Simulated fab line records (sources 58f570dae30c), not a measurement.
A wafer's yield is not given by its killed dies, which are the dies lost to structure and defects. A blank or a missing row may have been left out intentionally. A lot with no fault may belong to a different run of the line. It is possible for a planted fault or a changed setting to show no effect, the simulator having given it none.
fab line records	flow berkeleyCmos170	part 1 of 2: steps 1 to 33 of 45
record: lots: 5	wafers: 15	lastDay: 13
route steps=331 shown NLDD@160 SPACER@171 PSD@175 NSD@187 BACKSIDE@199 SDANNEAL@204
lots that met no fault: from a run of the same line without faults
startH: the number of hours between the record's first day and the start of the first shown wafer of the lot	waitH: how many hours have passed since the lot's step before this one	" repeats the value in the row above	L1.1+2: a single row standing in for several wafers	- value missing, or start not given	* or withheld: withheld	< > ~ a bound
route shown NAME@n: NAME is a module with steps in the file, n the number in the route of the first one	usual: mean and standard deviation over wafers with no fault	same: alike in all rows	chamber/n: place in a boat	sites: readings site by site	_std_site: their standard deviation	_edge_site: mean of outer sites minus mean of inner sites	radiusMm: how far each site lies from the wafer's centre	mask NAME#n: copy n	behind: the tool/chamber that last shaped the wafer	hold: the reason the lot was held/the length of the hold in hours/how it ended	device: the n, p or np transistor that did not switch	end of line: the tests these same wafers got at the end of their route	a step given without rows: its recipe and nothing more	killed: the dies lost at the first sort to structure and to defects; this is not the yield of the wafer	map: dies across one wafer; x = killed, . = not, _ = none there
set.NAME: the run value of the setting; set.NAME@STEP: its run value at that earlier step	model.NAME: the simulator's own value behind a step, which no gauge read
lots at some steps of the route; a table a step, a row a wafer
services: when a tool's chamber went out of use (startH, in hours from the record's first day, below 0 if earlier), for how many hours, and the reason
== steps ==
step: UCB170_NLDD_SOFTBAKE_02
recipe: resist: KrF	tempC: 130	timeS: 60
lot.wafer	tool	chamber	startH	waitH
L077.2+5+6	lithoTrack-04	0	175.21	0.1
L086.1+2+6	lithoTrack-03	0	205.28	0.1
L083.4+5+6	lithoTrack-03	0	206.08	0.1
L093.2+3+5	lithoTrack-04	0	241.70	0.1
L097.1+4+5	lithoTrack-02	0	264.88	0.1
step: UCB170_NLDD_EXPOSE_03
recipe: maskId: NSELECT	na: 0.5	sigmaOuter: 0.6	sourceShape: conventional	targetCdNm: 1200	doseMj: 30
lot.wafer	tool	chamber	startH	waitH	mask
L077.2+5+6	krfScanner-02	0	-	-	NSELECT#0
L086.1+2+6	krfScanner-01	0	205.55	0.2	NSELECT#0
L083.4+5+6	krfScanner-01	0	206.21	0.1	NSELECT#0
L093.2+3+5	krfScanner-02	0	241.97	0.2	NSELECT#0
L097.1+4+5	krfScanner-02	0	265.03	0.1	NSELECT#0
step: UCB170_NLDD_PEB_04
recipe: pebTempC: 130	pebTimeS: withheld	resist: KrF
lot.wafer	tool	chamber	startH	waitH
L077.2+5+6	lithoTrack-04	0	-	-
L086.1+2+6	lithoTrack-02	0	206.37	0.8
L083.4+5+6	lithoTrack-04	0	207.13	0.9
L093.2+3+5	lithoTrack-03	0	242.95	1.0
L097.1+4+5	lithoTrack-03	0	265.15	0.1
step: UCB170_NLDD_DEVELOP_05
recipe: developer: TMAH	developTimeS: 45	resist: KrF	devTempC: 21
usual: developerTempC: 21.00/0.12
lot.wafer	tool	chamber	startH	waitH	developerTempC
L077.2	lithoTrack-04	0	-	-	20.96
L077.5	"	0	"	"	20.99
L077.6	"	0	"	"	20.79
L086.1	lithoTrack-02	0	-	-	20.98
L086.2	"	0	"	"	21.07
L086.6	"	0	"	"	21.10
L083.4	lithoTrack-04	0	-	-	20.94
L083.5	"	0	"	"	21.13
L083.6	"	0	"	"	21.04
L093.2	lithoTrack-03	0	-	-	21.12
L093.3	"	0	"	"	21.00
L093.5	"	0	"	"	21.13
L097.1	lithoTrack-03	0	-	-	21.14
L097.4	"	0	"	"	21.24
L097.5	"	0	"	"	21.12
step: UCB170_NLDD_CD_MEAS_06
recipe: targetCdNm: 1200
usual: cdNm: 1199.7/1.4
lot.wafer	tool	chamber	startH	waitH	cdNm
L077.2	cdSem-01	-	176.98	-	1199.6
L077.5	"	-	"	"	1198.1
L077.6	"	-	"	"	1199.5
L086.1	cdSem-01	-	206.64	-	1199.7
L086.2	"	-	"	"	1199.4
L086.6	"	-	"	"	1198.7
L083.4	cdSem-02	-	207.39	-	1199.6
L083.5	"	-	"	"	1200.0
L083.6	"	-	"	"	1200.9
L093.2	cdSem-02	-	243.22	-	1199.0
L093.3	"	-	"	"	1200.0
L093.5	"	-	"	"	1201.1
L097.1	cdSem-02	-	265.43	-	1199.0
L097.4	"	-	"	"	1197.0
L097.5	"	-	"	"	1197.8
step: UCB170_NLDD_OVL_MEAS_07
usual: NLDD_OVL: 2/6
lot.wafer	tool	chamber	startH	waitH	NLDD_OVL[nm]
L077.2	overlay-01	-	177.09	0.1	11
L077.5	"	-	"	"	11
L077.6	"	-	"	"	7
L086.1	overlay-02	-	206.76	0.1	-1
L086.2	"	-	"	"	-2
L086.6	"	-	"	"	8
L083.4	overlay-02	-	207.47	0.1	1
L083.5	"	-	"	"	0
L083.6	"	-	"	"	1
L093.2	overlay-02	-	243.32	0.1	5
L093.3	"	-	"	"	3
L093.5	"	-	"	"	-3
L097.1	overlay-02	-	265.55	0.1	3
L097.4	"	-	"	"	11
L097.5	"	-	"	"	6
step: UCB170_NLDD_IMPLANT_08
recipe: species: As	doseCm2: 5e+13	energyKev: 30	tiltDeg: 7	rotationDeg: 0
lot.wafer	tool	chamber	startH	waitH
L077.2+5+6	implanter-04	0	177.14	0.0
L086.1+2+6	implanter-02	0	206.80	0.0
L083.4+5+6	implanter-04	0	207.56	0.1
L093.2+3+5	implanter-04	0	243.38	0.0
L097.1+4+5	implanter-04	0	265.58	0.0
step: UCB170_NLDD_IMPLANT_09
recipe: species: As	doseCm2: 5e+13	energyKev: 30	tiltDeg: 7	rotationDeg: 180
lot.wafer	tool	chamber	startH	waitH
L077.2+5+6	implanter-04	0	177.29	0.1
L086.1+2+6	implanter-02	0	206.95	0.1
L083.4+5+6	implanter-04	0	207.71	0.1
L093.2+3+5	implanter-04	0	243.53	0.1
L097.1+4+5	implanter-04	0	265.73	0.1
step: UCB170_NLDD_STRIP_10
recipe: chemistry: O2	powerW: 400	pressureMtorr: 3500	platenTempC: withheld	o2FlowSccm: 400	overashFraction: 0.5
usual: drypumpMotorCurrentA: 5.9/0.37	oesProductAu: 0.735/0.0047	stripTimeToEndpointS: 21.65/0.075
lot.wafer	tool	chamber	startH	waitH	drypumpMotorCurrentA	oesProductAu	rfHoursCounterH	stripTimeToEndpointS
L077.2	plasmaAsher-03	1	177.42	0.1	6.3	0.746	39	21.70
L077.5	"	1	"	"	6.3	0.735	-	21.68
L077.6	"	0	"	"	5.9	0.733	-	21.63
L086.1	plasmaAsher-04	1	207.10	0.1	6.3	0.738	8	21.67
L086.2	"	0	"	"	5.8	0.735	8	21.68
L086.6	"	0	"	"	5.8	0.746	-	21.59
L083.4	plasmaAsher-04	1	207.82	0.1	6.3	0.735	-	21.57
L083.5	"	1	"	"	6.3	0.742	-	21.55
L083.6	"	0	"	"	5.9	0.738	-	21.56
L093.2	plasmaAsher-03	1	243.65	0.1	6.3	0.736	49	21.58
L093.3	"	0	"	"	5.9	0.732	-	21.64
L093.5	"	0	"	"	5.9	0.738	-	21.69
L097.1	plasmaAsher-03	1	265.88	0.1	6.2	0.742	52	21.72
L097.4	"	1	"	"	6.2	0.731	-	21.69
L097.5	"	1	"	"	6.2	0.742	-	21.69
step: UCB170_NLDD_TW_MEAS_11
usual: NLDD_TW: 2214/9.6
lot.wafer	tool	chamber	startH	waitH	NLDD_TW
L077.2	filmMetro-03	-	177.53	0.1	2208
L077.5	"	-	"	"	2206
L077.6	"	-	"	"	2226
L086.1	filmMetro-01	-	207.20	0.1	2237
L086.2	"	-	"	"	2231
L086.6	"	-	"	"	2235
L083.4	filmMetro-03	-	207.92	0.1	2192
L083.5	"	-	"	"	2208
L083.6	"	-	"	"	2207
L093.2	filmMetro-04	-	243.76	0.1	2222
L093.3	"	-	"	"	2223
L093.5	"	-	"	"	2222
L097.1	filmMetro-04	-	265.98	0.1	2206
L097.4	"	-	"	"	2201
L097.5	"	-	"	"	2207
step: UCB170_NLDD_CLEAN_12
recipe: chemistry: SPM	tempC: 120	timeS: 600
lot.wafer	tool	chamber	startH	waitH
L077.2+5+6	wetBench-04	1	177.58	0.0
L086.1+2+6	wetBench-04	0	207.26	0.1
L083.4+5+6	wetBench-03	2	207.95	0.0
L093.2+3+5	wetBench-04	2	244.14	0.4
L097.1+4+5	wetBench-04	3	266.04	0.1
step: UCB170_SPACER_CVD_00
recipe: material: SiO2	targetThkNm: 376	tempC: 390	precursor: TEOS/O2	timeS: 47	rfW: 550	pressureMtorr: 9000
usual: heaterPowerW: 253/43
lot.wafer	tool	chamber	startH	waitH	heaterPowerW
L077.2	pecvd-02	1	177.75	0.0	312
L077.5	"	2	"	"	357
L077.6	"	1	"	"	216
L086.1	pecvd-02	2	207.43	0.0	314
L086.2	"	0	"	"	267
L086.6	"	0	"	"	281
L083.4	pecvd-01	2	208.18	0.0	227
L083.5	"	0	"	"	314
L083.6	"	1	"	"	240
L093.2	pecvd-04	1	244.33	0.0	235
L093.3	"	0	"	"	205
L093.5	"	1	"	"	239
L097.1	pecvd-02	2	266.39	0.0	284
L097.4	"	2	"	"	293
L097.5	"	0	"	"	194
step: UCB170_SPACER_THK_MEAS_01
recipe: reads: SiO2_of_SPACER_CVD_00
usual: SPACER_TEOS_THK: 376/4.8
lot.wafer	tool	chamber	startH	waitH	SPACER_TEOS_THK[nm]
L077.2	filmMetro-02	-	177.81	0.0	373
L077.5	"	-	"	"	379
L077.6	"	-	"	"	381
L086.1	filmMetro-02	-	207.50	0.0	373
L086.2	"	-	"	"	371
L086.6	"	-	"	"	378
L083.4	filmMetro-02	-	208.23	0.0	371
L083.5	"	-	"	"	372
L083.6	"	-	"	"	370
L093.2	filmMetro-01	-	244.38	0.0	377
L093.3	"	-	"	"	377
L093.5	"	-	"	"	383
L097.1	filmMetro-04	-	266.43	0.0	379
L097.4	"	-	"	"	383
L097.5	"	-	"	"	377
step: UCB170_SPACER_ANNEAL_02
recipe: tempC: 900	timeS: 1800	ambient: N2
usual: zonePowerSourcePct: 27.7/0.66
lot.wafer	tool	chamber	startH	waitH	zonePowerSourcePct
L077.2	furnace-02	0	180.06	2.2	28.2
L077.5	"	0	"	"	27.9
L077.6	"	0	"	"	27.9
L083.4	furnace-01	0	213.92	5.7	27.0
L083.5	"	0	"	"	26.9
L083.6	"	0	"	"	26.6
L086.1	furnace-01	0	213.92	6.4	26.8
L086.2	"	0	"	"	26.7
L086.6	"	0	"	"	26.3
L093.2	furnace-02	0	247.19	2.8	28.0
L093.3	"	0	"	"	28.1
L093.5	"	0	"	"	27.9
L097.1	furnace-02	0	272.84	6.4	28.6
L097.4	"	0	"	"	28.5
L097.5	"	0	"	"	28.2
step: UCB170_SPACER_ETCHBACK_03
recipe: stopOn: Si	target: SiO2	chemistry: CHF3/CF4/Ar	CHF3_flow_sccm: 50	cf4FlowSccm: 10	Ar_flow_sccm: 120	pressureMtorr: 200	rfW: 500	targetDepthA: 3760	timeS: 100
usual: cf4FlowSccm: 10.00/0.03	drypumpMotorCurrentA: 5.7/0.48	oesProductAu: 0.903/0.017	throttleValvePct: 6.48/0.11
lot.wafer	tool	chamber	startH	waitH	cf4FlowSccm	drypumpMotorCurrentA	oesProductAu	rfHoursCounterH	throttleValvePct
L077.2	rieDiel-04	0	181.56	0.0	9.98	6.0	0.875	133	6.32
L077.5	"	2	"	"	10.06	5.9	0.881	-	6.61
L077.6	"	3	"	"	10.05	4.8	0.929	-	6.49
L083.4	rieDiel-02	3	215.42	0.0	9.97	5.7	0.915	109	6.52
L083.5	"	2	"	"	9.99	5.3	0.890	-	6.34
L083.6	"	1	"	"	10.05	6.5	0.896	-	6.41
L086.1	rieDiel-01	2	215.42	0.0	10.02	5.0	0.907	0	6.56
L086.2	"	0	"	"	9.94	5.8	0.892	135	6.39
L086.6	"	3	"	"	10.05	5.4	0.918	-	6.64
L093.2	rieDiel-02	2	248.84	0.1	10.00	5.3	0.892	7	6.35
L093.3	"	1	"	"	10.07	6.5	0.905	11	6.40
L093.5	"	3	"	"	10.04	5.7	0.942	-	6.53
L097.1	rieDiel-01	1	274.34	0.0	10.04	6.0	0.894	108	6.49
L097.4	"	2	"	"	10.01	5.0	0.923	-	6.58
L097.5	"	3	"	"	9.99	5.4	0.924	-	6.63
step: UCB170_PSD_HMDS_00
recipe: primeTimeS: 60	primeTempC: 100
lot.wafer	tool	chamber	startH	waitH
L077.2+5+6	lithoTrack-03	0	182.11	0.5
L086.1+2+6	lithoTrack-01	0	215.97	0.5
L083.4+5+6	lithoTrack-03	0	216.47	1.0
L093.2+3+5	lithoTrack-01	0	249.62	0.7
L097.1+4+5	lithoTrack-01	0	274.42	0.0
step: UCB170_PSD_COAT_01
recipe: resist: KrF	spinRpm: 1500	resistThkNm: 900
lot.wafer	tool	chamber	startH	waitH
L077.2+5+6	lithoTrack-03	0	182.26	0.1
L086.1+2+6	lithoTrack-01	0	216.12	0.1
L083.4+5+6	lithoTrack-03	0	216.62	0.1
L093.2+3+5	lithoTrack-01	0	249.77	0.1
L097.1+4+5	lithoTrack-01	0	274.57	0.1
step: UCB170_PSD_SOFTBAKE_02
recipe: resist: KrF	tempC: 130	timeS: 60
lot.wafer	tool	chamber	startH	waitH
L077.2+5+6	lithoTrack-03	0	182.41	0.1
L086.1+2+6	lithoTrack-01	0	216.27	0.1
L083.4+5+6	lithoTrack-03	0	216.77	0.1
L093.2+3+5	lithoTrack-01	0	249.92	0.1
L097.1+4+5	lithoTrack-01	0	274.72	0.1
step: UCB170_PSD_EXPOSE_03
recipe: maskId: PSELECT_MOD	na: 0.5	sigmaOuter: 0.6	sourceShape: conventional	targetCdNm: 1200	doseMj: 30
lot.wafer	tool	chamber	startH	waitH	mask
L077.2+5+6	krfScanner-01	0	-	-	PSELECT_MOD#0
L086.1+2+6	krfScanner-02	0	216.54	0.2	PSELECT_MOD#0
L083.4+5+6	krfScanner-01	0	217.03	0.2	PSELECT_MOD#0
L093.2+3+5	krfScanner-01	0	250.07	0.1	PSELECT_MOD#0
L097.1+4+5	krfScanner-02	0	274.99	0.2	PSELECT_MOD#0
step: UCB170_PSD_PEB_04
recipe: pebTempC: 130	pebTimeS: withheld	resist: KrF
lot.wafer	tool	chamber	startH	waitH
L077.2+5+6	lithoTrack-01	0	-	-
L086.1+2+6	lithoTrack-03	0	217.57	1.0
L083.4+5+6	lithoTrack-01	0	217.84	0.8
L093.2+3+5	lithoTrack-01	0	250.35	0.3
L097.1+4+5	lithoTrack-03	0	275.77	0.8
step: UCB170_PSD_DEVELOP_05
recipe: developer: TMAH	developTimeS: 45	resist: KrF	devTempC: 21
usual: developerTempC: 20.99/0.095
lot.wafer	tool	chamber	startH	waitH	developerTempC
L077.2	lithoTrack-01	0	-	-	20.95
L077.5	"	0	"	"	21.04
L077.6	"	0	"	"	21.01
L086.1	lithoTrack-03	0	-	-	20.96
L086.2	"	0	"	"	21.05
L086.6	"	0	"	"	20.86
L083.4	lithoTrack-01	0	-	-	21.00
L083.5	"	0	"	"	21.11
L083.6	"	0	"	"	21.07
L093.2	lithoTrack-01	0	-	-	21.00
L093.3	"	0	"	"	21.09
L093.5	"	0	"	"	21.05
L097.1	lithoTrack-03	0	-	-	21.19
L097.4	"	0	"	"	21.08
L097.5	"	0	"	"	21.09
step: UCB170_PSD_CD_MEAS_06
recipe: targetCdNm: 1200
usual: cdNm: 1200.0/1.5
lot.wafer	tool	chamber	startH	waitH	cdNm
L077.2	cdSem-02	-	184.45	-	1201.8
L077.5	"	-	"	"	1201.3
L077.6	"	-	"	"	1200.0
L086.1	cdSem-01	-	217.85	-	1201.8
L086.2	"	-	"	"	1201.4
L086.6	"	-	"	"	1202.1
L083.4	cdSem-02	-	218.10	-	1199.1
L083.5	"	-	"	"	1199.4
L083.6	"	-	"	"	1199.6
L093.2	cdSem-02	-	250.63	-	1200.7
L093.3	"	-	"	"	1201.4
L093.5	"	-	"	"	1202.3
L097.1	cdSem-02	-	276.04	-	1201.3
L097.4	"	-	"	"	1202.3
L097.5	"	-	"	"	1202.1
step: UCB170_PSD_OVL_MEAS_07
usual: PSD_OVL: -3/5.3
lot.wafer	tool	chamber	startH	waitH	PSD_OVL[nm]
L077.2	overlay-01	-	184.56	0.1	2
L077.5	"	-	"	"	-7
L077.6	"	-	"	"	-10
L086.1	overlay-02	-	217.97	0.1	1
L086.2	"	-	"	"	5
L086.6	"	-	"	"	-1
L083.4	overlay-01	-	218.18	0.1	-7
L083.5	"	-	"	"	-7
L083.6	"	-	"	"	-8
L093.2	overlay-02	-	250.74	0.1	-7
L093.3	"	-	"	"	-3
L093.5	"	-	"	"	-7
L097.1	overlay-02	-	276.16	0.1	1
L097.4	"	-	"	"	-4
L097.5	"	-	"	"	-3
step: UCB170_PSD_IMPLANT_08
recipe: species: B	doseCm2: 3e+15	energyKev: 20	tiltDeg: 7
lot.wafer	tool	chamber	startH	waitH
L077.2+5+6	implanter-04	0	184.61	0.0
L086.1+2+6	implanter-04	0	218.00	0.0
L083.4+5+6	implanter-04	0	218.27	0.1
L093.2+3+5	implanter-04	0	251.15	0.4
L097.1+4+5	implanter-02	0	276.20	0.0
step: UCB170_PSD_STRIP_09
recipe: chemistry: O2	powerW: 400	pressureMtorr: 3500	platenTempC: withheld	o2FlowSccm: 400	overashFraction: 0.5
usual: drypumpMotorCurrentA: 5.75/0.24	oesProductAu: 0.601/0.0045	stripTimeToEndpointS: 29.39/0.083
lot.wafer	tool	chamber	startH	waitH	drypumpMotorCurrentA	oesProductAu	rfHoursCounterH	stripTimeToEndpointS
L077.2	plasmaAsher-01	1	184.74	0.1	5.72	0.590	44	29.41
L077.5	"	0	"	"	5.65	0.602	-	29.38
L077.6	"	1	"	"	5.72	0.601	-	29.40
L086.1	plasmaAsher-02	0	218.15	0.1	5.51	0.602	50	29.37
L086.2	"	1	"	"	5.24	0.605	50	29.24
L086.6	"	0	"	"	5.50	0.598	-	29.28
L083.4	plasmaAsher-01	1	218.38	0.1	5.71	0.595	-	29.52
L083.5	"	0	"	"	5.65	0.599	-	29.55
L083.6	"	1	"	"	5.70	0.602	-	29.47
L093.2	plasmaAsher-04	1	251.27	0.1	6.30	0.599	14	29.50
L093.3	"	1	"	"	6.31	0.604	-	29.47
L093.5	"	0	"	"	5.86	0.599	-	29.38
L097.1	plasmaAsher-01	1	276.35	0.1	5.72	0.603	57	29.30
L097.4	"	0	"	"	5.61	0.602	-	29.26
L097.5	"	1	"	"	5.72	0.610	-	29.30
step: UCB170_PSD_TW_MEAS_10
usual: PSD_TW: 2325/10
lot.wafer	tool	chamber	startH	waitH	PSD_TW
L077.2	filmMetro-03	-	184.85	0.1	2318
L077.5	"	-	"	"	2319
L077.6	"	-	"	"	2320
L086.1	filmMetro-03	-	218.25	0.1	2355
L086.2	"	-	"	"	2334
L086.6	"	-	"	"	2323
L083.4	filmMetro-03	-	218.48	0.1	2351
L083.5	"	-	"	"	2336
L083.6	"	-	"	"	2343
L093.2	filmMetro-01	-	251.38	0.1	2329
L093.3	"	-	"	"	2339
L093.5	"	-	"	"	2345
L097.1	filmMetro-01	-	276.45	0.1	2303
L097.4	"	-	"	"	2309
L097.5	"	-	"	"	2311
step: UCB170_PSD_CLEAN_11
recipe: chemistry: SPM	tempC: 120	timeS: 600
lot.wafer	tool	chamber	startH	waitH
L077.2+5+6	wetBench-02	3	184.90	0.0
L086.1+2+6	wetBench-01	3	218.31	0.1
L083.4+5+6	wetBench-02	0	218.59	0.1
L093.2+3+5	wetBench-02	1	251.51	0.1
L097.1+4+5	wetBench-03	1	276.51	0.1
step: UCB170_NSD_HMDS_00
recipe: primeTimeS: 60	primeTempC: 100
lot.wafer	tool	chamber	startH	waitH
L077.2+5+6	lithoTrack-02	0	185.64	0.6
L086.1+2+6	lithoTrack-03	0	218.85	0.4
L083.4+5+6	lithoTrack-02	0	219.22	0.4
L093.2+3+5	lithoTrack-03	0	251.80	0.1
L097.1+4+5	lithoTrack-02	0	276.80	0.1
step: UCB170_NSD_COAT_01
recipe: resist: KrF	spinRpm: 1500	resistThkNm: 900
lot.wafer	tool	chamber	startH	waitH
L077.2+5+6	lithoTrack-02	0	185.79	0.1
L086.1+2+6	lithoTrack-03	0	219.00	0.1
L083.4+5+6	lithoTrack-02	0	219.37	0.1
L093.2+3+5	lithoTrack-03	0	251.95	0.1
L097.1+4+5	lithoTrack-02	0	276.95	0.1
step: UCB170_NSD_SOFTBAKE_02
recipe: resist: KrF	tempC: 130	timeS: 60
lot.wafer	tool	chamber	startH	waitH
L077.2+5+6	lithoTrack-02	0	185.94	0.1
L086.1+2+6	lithoTrack-03	0	219.15	0.1
L083.4+5+6	lithoTrack-02	0	219.52	0.1
L093.2+3+5	lithoTrack-03	0	252.10	0.1
L097.1+4+5	lithoTrack-02	0	277.10	0.1
step: UCB170_NSD_EXPOSE_03
recipe: maskId: NSELECT_MOD	na: 0.5	sigmaOuter: 0.6	sourceShape: conventional	targetCdNm: 1200	doseMj: 30
lot.wafer	tool	chamber	startH	waitH	mask
L077.2+5+6	krfScanner-02	0	186.37	0.4	NSELECT_MOD#0
L086.1+2+6	krfScanner-01	0	219.42	0.2	NSELECT_MOD#0
L083.4+5+6	krfScanner-01	0	219.66	0.1	NSELECT_MOD#0
L093.2+3+5	krfScanner-01	0	252.53	0.4	NSELECT_MOD#0
L097.1+4+5	krfScanner-02	0	277.46	0.3	NSELECT_MOD#0
step: UCB170_NSD_PEB_04
recipe: pebTempC: 130	pebTimeS: withheld	resist: KrF
lot.wafer	tool	chamber	startH	waitH
L077.2+5+6	lithoTrack-03	0	187.36	1.0
L086.1+2+6	lithoTrack-02	0	219.87	0.4
L083.4+5+6	lithoTrack-01	0	220.02	0.3
L093.2+3+5	lithoTrack-01	0	252.66	0.1
L097.1+4+5	lithoTrack-02	0	277.73	0.3
step: UCB170_NSD_DEVELOP_05
recipe: developer: TMAH	developTimeS: 45	resist: KrF	devTempC: 21
usual: developerTempC: 21.02/0.088
lot.wafer	tool	chamber	startH	waitH	developerTempC
L077.2	lithoTrack-03	0	-	-	21.15
L077.5	"	0	"	"	21.11
L077.6	"	0	"	"	21.06
L086.1	lithoTrack-02	0	-	-	20.98
L086.2	"	0	"	"	20.91
L086.6	"	0	"	"	20.89
L083.4	lithoTrack-01	0	-	-	21.12
L083.5	"	0	"	"	21.13
L083.6	"	0	"	"	21.10
L093.2	lithoTrack-01	0	-	-	21.05
L093.3	"	0	"	"	21.01
L093.5	"	0	"	"	20.91
L097.1	lithoTrack-02	0	-	-	20.97
L097.4	"	0	"	"	21.08
L097.5	"	0	"	"	20.99
